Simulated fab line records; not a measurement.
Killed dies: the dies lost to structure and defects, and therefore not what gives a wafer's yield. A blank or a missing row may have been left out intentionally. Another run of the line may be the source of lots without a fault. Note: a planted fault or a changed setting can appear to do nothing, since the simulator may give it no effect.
fab line records :: flow ritCmos
record:
  lots: 5
  wafers: 15
  lastDay: 7
route steps=202 shown NLDD@111 PLDD@114
lots that met no fault: taken from a fault-free run of the same line
startH: start of the lot's first displayed wafer, in hours after the record's first day :: waitH: how many hours have passed since the lot's step before this one :: " the same as in the row above :: L1.1+2: a single row standing in for several wafers :: - value missing, or start not given :: * or withheld: withheld :: < > ~ a bound
route shown NAME@n: names a module that has steps shown in the file, with the first one's number in the route :: usual: average and standard deviation across the fault-free wafers :: same: alike in all rows :: chamber/n: place in a boat :: sites: the reading at each site :: _std_site: the standard deviation of these :: _edge_site: mean of outer sites minus mean of inner sites :: radiusMm: how far each site lies from the wafer's centre :: mask NAME#n: copy n :: behind: the tool/chamber that last shaped the wafer :: hold: why the lot was held/for how many hours/how that ended :: device: the n, p or np transistor that did not switch :: end of line: tests of these same wafers at the route's end :: where a step has no rows: the recipe by itself :: killed: count of dies lost to structure and defects at first sort (not the wafer's yield) :: map: a wafer's dies, marking killed ones x, the rest . and places with no die _
set.NAME: the setting that was run; set.NAME@STEP: the one run at that earlier step :: model.NAME: the simulator's own value behind a step, which no gauge read
a table for each step, a row for each wafer; lots at some steps of the route
services: the hour from which a tool's chamber was out of use, counted from the record's first day as startH (under 0 if before that day), plus the number of hours and why
== steps ==
step: RIT_NLDD_IMPLANT_08
recipe:
  species: P
  energyKev: 20
  doseCm2: 4.967e+14
  tiltDeg: 7
step: RIT_NLDD_STRIP_09
recipe:
  chemistry: O2
  timeS: 180
  resist: NOVOLAK
  platenTempC: withheld
  powerW: 500
  pressureMtorr: 4000
  o2FlowSccm: 4000
usual:
  drypumpMotorCurrentA: 5.6/0.44
  runLengthS: 208.2/0.34
lot.wafer: L306.3
tool: plasmaAsher-01
chamber: 0
startH: 51.47
waitH: 0.1
drypumpMotorCurrentA: 6.3
rfHoursCounterH: -
runLengthS: 207.8

lot.wafer: L306.4
tool: plasmaAsher-01
chamber: 1
startH: 51.47
waitH: 0.1
drypumpMotorCurrentA: 5.2
rfHoursCounterH: -
runLengthS: 208.5

lot.wafer: L306.5
tool: plasmaAsher-01
chamber: 0
startH: 51.47
waitH: 0.1
drypumpMotorCurrentA: 6.3
rfHoursCounterH: -
runLengthS: 207.7

lot.wafer: L313.1
tool: plasmaAsher-02
chamber: 1
startH: 88.11
waitH: 0.1
drypumpMotorCurrentA: 4.8
rfHoursCounterH: 29
runLengthS: 208.3

lot.wafer: L313.2
tool: plasmaAsher-02
chamber: 0
startH: 88.11
waitH: 0.1
drypumpMotorCurrentA: 5.4
rfHoursCounterH: 29
runLengthS: 207.7

lot.wafer: L313.3
tool: plasmaAsher-02
chamber: 0
startH: 88.11
waitH: 0.1
drypumpMotorCurrentA: 5.4
rfHoursCounterH: -
runLengthS: 207.7

lot.wafer: L317.3
tool: plasmaAsher-03
chamber: 0
startH: 106.79
waitH: 0.1
drypumpMotorCurrentA: 5.5
rfHoursCounterH: -
runLengthS: 208.7

lot.wafer: L317.4
tool: plasmaAsher-03
chamber: 1
startH: 106.79
waitH: 0.1
drypumpMotorCurrentA: 6.0
rfHoursCounterH: -
runLengthS: 208.2

lot.wafer: L317.5
tool: plasmaAsher-03
chamber: 0
startH: 106.79
waitH: 0.1
drypumpMotorCurrentA: 5.5
rfHoursCounterH: -
runLengthS: 208.4

lot.wafer: L321.1
tool: plasmaAsher-03
chamber: 1
startH: 127.43
waitH: 0.1
drypumpMotorCurrentA: 6.0
rfHoursCounterH: 1
runLengthS: 208.1

lot.wafer: L321.2
tool: plasmaAsher-03
chamber: 0
startH: 127.43
waitH: 0.1
drypumpMotorCurrentA: 5.5
rfHoursCounterH: 1
runLengthS: 208.3

lot.wafer: L321.3
tool: plasmaAsher-03
chamber: 0
startH: 127.43
waitH: 0.1
drypumpMotorCurrentA: 5.5
rfHoursCounterH: -
runLengthS: 208.4

lot.wafer: L324.1
tool: plasmaAsher-01
chamber: 0
startH: 142.16
waitH: 0.1
drypumpMotorCurrentA: 6.3
rfHoursCounterH: 51
runLengthS: 208.2

lot.wafer: L324.5
tool: plasmaAsher-01
chamber: 0
startH: 142.16
waitH: 0.1
drypumpMotorCurrentA: 6.2
rfHoursCounterH: -
runLengthS: 207.8

lot.wafer: L324.6
tool: plasmaAsher-01
chamber: 1
startH: 142.16
waitH: 0.1
drypumpMotorCurrentA: 5.2
rfHoursCounterH: -
runLengthS: 208.3
step: RIT_NLDD_TW_MEAS_10
usual:
  NLDD_TW: 2497/14
lot.wafer: L306.3
tool: filmMetro-01
chamber: -
startH: 51.60
waitH: 0.1
NLDD_TW: 2501

lot.wafer: L306.4
tool: filmMetro-01
chamber: -
startH: 51.60
waitH: 0.1
NLDD_TW: 2508

lot.wafer: L306.5
tool: filmMetro-01
chamber: -
startH: 51.60
waitH: 0.1
NLDD_TW: 2511

lot.wafer: L313.1
tool: filmMetro-04
chamber: -
startH: 88.29
waitH: 0.1
NLDD_TW: 2479

lot.wafer: L313.2
tool: filmMetro-04
chamber: -
startH: 88.29
waitH: 0.1
NLDD_TW: 2473

lot.wafer: L313.3
tool: filmMetro-04
chamber: -
startH: 88.29
waitH: 0.1
NLDD_TW: 2481

lot.wafer: L317.3
tool: filmMetro-02
chamber: -
startH: 106.93
waitH: 0.1
NLDD_TW: 2493

lot.wafer: L317.4
tool: filmMetro-02
chamber: -
startH: 106.93
waitH: 0.1
NLDD_TW: 2507

lot.wafer: L317.5
tool: filmMetro-02
chamber: -
startH: 106.93
waitH: 0.1
NLDD_TW: 2502

lot.wafer: L321.1
tool: filmMetro-04
chamber: -
startH: 127.60
waitH: 0.1
NLDD_TW: 2488

lot.wafer: L321.2
tool: filmMetro-04
chamber: -
startH: 127.60
waitH: 0.1
NLDD_TW: 2482

lot.wafer: L321.3
tool: filmMetro-04
chamber: -
startH: 127.60
waitH: 0.1
NLDD_TW: 2484

lot.wafer: L324.1
tool: filmMetro-01
chamber: -
startH: 142.34
waitH: 0.1
NLDD_TW: 2502

lot.wafer: L324.5
tool: filmMetro-01
chamber: -
startH: 142.34
waitH: 0.1
NLDD_TW: 2489

lot.wafer: L324.6
tool: filmMetro-01
chamber: -
startH: 142.34
waitH: 0.1
NLDD_TW: 2495
step: RIT_PLDD_HMDS_00
recipe:
  primeTimeS: 60
  primeTempC: 140
step: RIT_PLDD_COAT_01
recipe:
  resist: NOVOLAK
  spinRpm: 3250
  resistThkNm: 1000
step: RIT_PLDD_SOFTBAKE_02
recipe:
  resist: NOVOLAK
  tempC: 90
  timeS: 60
step: RIT_PLDD_EXPOSE_03
recipe:
  maskId: M8
  na: 0.57
  targetCdNm: 40900
  doseMj: 250
step: RIT_PLDD_PEB_04
recipe:
  resist: NOVOLAK
  tempC: withheld
  timeS: withheld
step: RIT_PLDD_DEVELOP_05
recipe:
  resist: NOVOLAK
  developTimeS: 50
  devTempC: 23
step: RIT_PLDD_OVL_MEAS_06
usual:
  PLDD_OVL: 0.6/1.3
lot.wafer: L306.3
tool: overlay-01
chamber: -
startH: 52.63
waitH: -
PLDD_OVL[nm]: 1.4

lot.wafer: L306.4
tool: overlay-01
chamber: -
startH: 52.63
waitH: -
PLDD_OVL[nm]: 0.4

lot.wafer: L306.5
tool: overlay-01
chamber: -
startH: 52.63
waitH: -
PLDD_OVL[nm]: 0.8

lot.wafer: L313.1
tool: overlay-01
chamber: -
startH: 89.32
waitH: -
PLDD_OVL[nm]: -0.9

lot.wafer: L313.2
tool: overlay-01
chamber: -
startH: 89.32
waitH: -
PLDD_OVL[nm]: 1.2

lot.wafer: L313.3
tool: overlay-01
chamber: -
startH: 89.32
waitH: -
PLDD_OVL[nm]: -1.3

lot.wafer: L317.3
tool: overlay-01
chamber: -
startH: 107.83
waitH: -
PLDD_OVL[nm]: 0.7

lot.wafer: L317.4
tool: overlay-01
chamber: -
startH: 107.83
waitH: -
PLDD_OVL[nm]: 0.3

lot.wafer: L317.5
tool: overlay-01
chamber: -
startH: 107.83
waitH: -
PLDD_OVL[nm]: -0.1

lot.wafer: L321.1
tool: overlay-01
chamber: -
startH: 128.64
waitH: -
PLDD_OVL[nm]: 0.4

lot.wafer: L321.2
tool: overlay-01
chamber: -
startH: 128.64
waitH: -
PLDD_OVL[nm]: -0.6

lot.wafer: L321.3
tool: overlay-01
chamber: -
startH: 128.64
waitH: -
PLDD_OVL[nm]: -0.6

lot.wafer: L324.1
tool: overlay-02
chamber: -
startH: 143.25
waitH: -
PLDD_OVL[nm]: 0.5

lot.wafer: L324.5
tool: overlay-02
chamber: -
startH: 143.25
waitH: -
PLDD_OVL[nm]: -1.2

lot.wafer: L324.6
tool: overlay-02
chamber: -
startH: 143.25
waitH: -
PLDD_OVL[nm]: -0.6
step: RIT_PLDD_HARDBAKE_07
recipe:
  resist: NOVOLAK
  tempC: 140
  timeS: 60
step: RIT_PLDD_IMPLANT_08
recipe:
  species: BF2
  energyKev: 20
  doseCm2: 8.841e+14
  tiltDeg: 7
step: RIT_PLDD_STRIP_09
recipe:
  chemistry: O2
  timeS: 180
  resist: NOVOLAK
  platenTempC: withheld
  powerW: 500
  pressureMtorr: 4000
  o2FlowSccm: 4000
usual:
  drypumpMotorCurrentA: 5.6/0.36
  runLengthS: 208.39/0.29
lot.wafer: L306.3
tool: plasmaAsher-04
chamber: 0
startH: 53.01
waitH: 0.1
drypumpMotorCurrentA: 5.4
rfHoursCounterH: -
runLengthS: 208.36
model.NOVOLAK_of_PLDD_COAT_01.thkNm: 0

lot.wafer: L306.4
tool: plasmaAsher-04
chamber: 1
startH: 53.01
waitH: 0.1
drypumpMotorCurrentA: 5.0
rfHoursCounterH: -
runLengthS: 208.39
model.NOVOLAK_of_PLDD_COAT_01.thkNm: 0

lot.wafer: L306.5
tool: plasmaAsher-04
chamber: 1
startH: 53.01
waitH: 0.1
drypumpMotorCurrentA: 5.1
rfHoursCounterH: -
runLengthS: 208.29
model.NOVOLAK_of_PLDD_COAT_01.thkNm: 0

lot.wafer: L313.1
tool: plasmaAsher-04
chamber: 1
startH: 89.66
waitH: 0.1
drypumpMotorCurrentA: 5.0
rfHoursCounterH: 44
runLengthS: 72.36
model.NOVOLAK_of_PLDD_COAT_01.thkNm: 222

lot.wafer: L313.2
tool: plasmaAsher-04
chamber: 0
startH: 89.66
waitH: 0.1
drypumpMotorCurrentA: 5.4
rfHoursCounterH: 44
runLengthS: 72.30
model.NOVOLAK_of_PLDD_COAT_01.thkNm: 221

lot.wafer: L313.3
tool: plasmaAsher-04
chamber: 0
startH: 89.66
waitH: 0.1
drypumpMotorCurrentA: 5.4
rfHoursCounterH: -
runLengthS: 72.60
model.NOVOLAK_of_PLDD_COAT_01.thkNm: 221

lot.wafer: L317.3
tool: plasmaAsher-03
chamber: 0
startH: 108.21
waitH: 0.1
drypumpMotorCurrentA: 5.5
rfHoursCounterH: -
runLengthS: 208.65
model.NOVOLAK_of_PLDD_COAT_01.thkNm: 0

lot.wafer: L317.4
tool: plasmaAsher-03
chamber: 1
startH: 108.21
waitH: 0.1
drypumpMotorCurrentA: 6.0
rfHoursCounterH: -
runLengthS: 208.97
model.NOVOLAK_of_PLDD_COAT_01.thkNm: 0

lot.wafer: L317.5
tool: plasmaAsher-03
chamber: 1
startH: 108.21
waitH: 0.1
drypumpMotorCurrentA: 6.0
rfHoursCounterH: -
runLengthS: 208.15
model.NOVOLAK_of_PLDD_COAT_01.thkNm: 0

lot.wafer: L321.1
tool: plasmaAsher-01
chamber: 1
startH: 129.23
waitH: 0.1
drypumpMotorCurrentA: 5.2
rfHoursCounterH: 50
runLengthS: 208.25
model.NOVOLAK_of_PLDD_COAT_01.thkNm: 0

lot.wafer: L321.2
tool: plasmaAsher-01
chamber: 0
startH: 129.23
waitH: 0.1
drypumpMotorCurrentA: 6.3
rfHoursCounterH: 50
runLengthS: 207.51
model.NOVOLAK_of_PLDD_COAT_01.thkNm: 0

lot.wafer: L321.3
tool: plasmaAsher-01
chamber: 1
startH: 129.23
waitH: 0.1
drypumpMotorCurrentA: 5.2
rfHoursCounterH: -
runLengthS: 208.53
model.NOVOLAK_of_PLDD_COAT_01.thkNm: 0

lot.wafer: L324.1
tool: plasmaAsher-04
chamber: 0
startH: 143.58
waitH: 0.1
drypumpMotorCurrentA: 5.4
rfHoursCounterH: 50
runLengthS: 208.33
model.NOVOLAK_of_PLDD_COAT_01.thkNm: 0

lot.wafer: L324.5
tool: plasmaAsher-04
chamber: 0
startH: 143.58
waitH: 0.1
drypumpMotorCurrentA: 5.4
rfHoursCounterH: -
runLengthS: 208.25
model.NOVOLAK_of_PLDD_COAT_01.thkNm: 0

lot.wafer: L324.6
tool: plasmaAsher-04
chamber: 1
startH: 143.58
waitH: 0.1
drypumpMotorCurrentA: 5.0
rfHoursCounterH: -
runLengthS: 208.21
model.NOVOLAK_of_PLDD_COAT_01.thkNm: 0
step: RIT_PLDD_TW_MEAS_10
usual:
  PLDD_TW: 2347/12
lot.wafer: L306.3
tool: filmMetro-02
chamber: -
startH: 53.15
waitH: 0.1
PLDD_TW: 2323

lot.wafer: L306.4
tool: filmMetro-02
chamber: -
startH: 53.15
waitH: 0.1
PLDD_TW: 2341

lot.wafer: L306.5
tool: filmMetro-02
chamber: -
startH: 53.15
waitH: 0.1
PLDD_TW: 2341

lot.wafer: L313.1
tool: filmMetro-01
chamber: -
startH: 89.83
waitH: 0.1
PLDD_TW: 2353

lot.wafer: L313.2
tool: filmMetro-01
chamber: -
startH: 89.83
waitH: 0.1
PLDD_TW: 2374

lot.wafer: L313.3
tool: filmMetro-01
chamber: -
startH: 89.83
waitH: 0.1
PLDD_TW: 2358

lot.wafer: L317.3
tool: filmMetro-04
chamber: -
startH: 108.35
waitH: 0.1
PLDD_TW: 2344

lot.wafer: L317.4
tool: filmMetro-04
chamber: -
startH: 108.35
waitH: 0.1
PLDD_TW: 2348

lot.wafer: L317.5
tool: filmMetro-04
chamber: -
startH: 108.35
waitH: 0.1
PLDD_TW: 2331

lot.wafer: L321.1
tool: filmMetro-01
chamber: -
startH: 129.40
waitH: 0.1
PLDD_TW: 2342

lot.wafer: L321.2
tool: filmMetro-01
chamber: -
startH: 129.40
waitH: 0.1
PLDD_TW: 2352

lot.wafer: L321.3
tool: filmMetro-01
chamber: -
startH: 129.40
waitH: 0.1
PLDD_TW: 2359

lot.wafer: L324.1
tool: filmMetro-01
chamber: -
startH: 143.76
waitH: 0.1
PLDD_TW: 2352

lot.wafer: L324.5
tool: filmMetro-01
chamber: -
startH: 143.76
waitH: 0.1
PLDD_TW: 2353

lot.wafer: L324.6
tool: filmMetro-01
chamber: -
startH: 143.76
waitH: 0.1
PLDD_TW: 2348
== services ==
tool: plasmaAsher-02
chamber: -
startH: 29.96
hours: 0.8
kind: repair

tool: plasmaAsher-01
chamber: -
startH: 102.22
hours: 7.6
kind: repair

tool: plasmaAsher-03
chamber: -
startH: 108.75
hours: 9.0
kind: pm

tool: plasmaAsher-03
chamber: 0
startH: 108.75
hours: 9.0
kind: ventCycle

tool: plasmaAsher-03
chamber: 1
startH: 108.75
hours: 9.0
kind: ventCycle

tool: plasmaAsher-03
chamber: 0
startH: 117.75
hours: -
kind: clean

tool: plasmaAsher-03
chamber: 1
startH: 117.75
hours: -
kind: clean
== key ==
firstSign:
  step: RIT_PLDD_STRIP_09
  reading: runLengthS
  direction: down
  sigmas: 99+
  usual: *
  struck: *
effect none on later readings
modelEffect:
  step: RIT_PLDD_STRIP_09
  value: NOVOLAK_of_PLDD_COAT_01.thkNm
  without: 0
  struck: 221.3
metAt RIT_PLDD_STRIP_09
struckWafers L313.1,L313.2,L313.3
laterRowsLeftOut L313.1,L313.2,L313.3
sortLeftOut L313.1,L313.2,L313.3
testerLeftOut L313
onsetBetween 53.01 89.66
fault:
  kind: stripAborted
  tool: plasmaAsher-04
  chamber: -
  onsetH: 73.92
  steps: RIT_PLDD_STRIP_09
  offset: 0.6
  endH: 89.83
testerLeftOut: of these lots the tester's yield and bins aren't shown, on N5 and GAA mostly nor the transistor test; their killed dies are dies lost to structure and defects alone, not to doping, threshold or leakage, so they don't give the yield
sortLeftOut: the simulated sort isn't trusted on such a fault, so these wafers' sort isn't shown, and their yield isn't known
laterRowsLeftOut: the simulator's readings of these wafers behind a module that went badly wrong aren't trusted and aren't shown, but for the sort
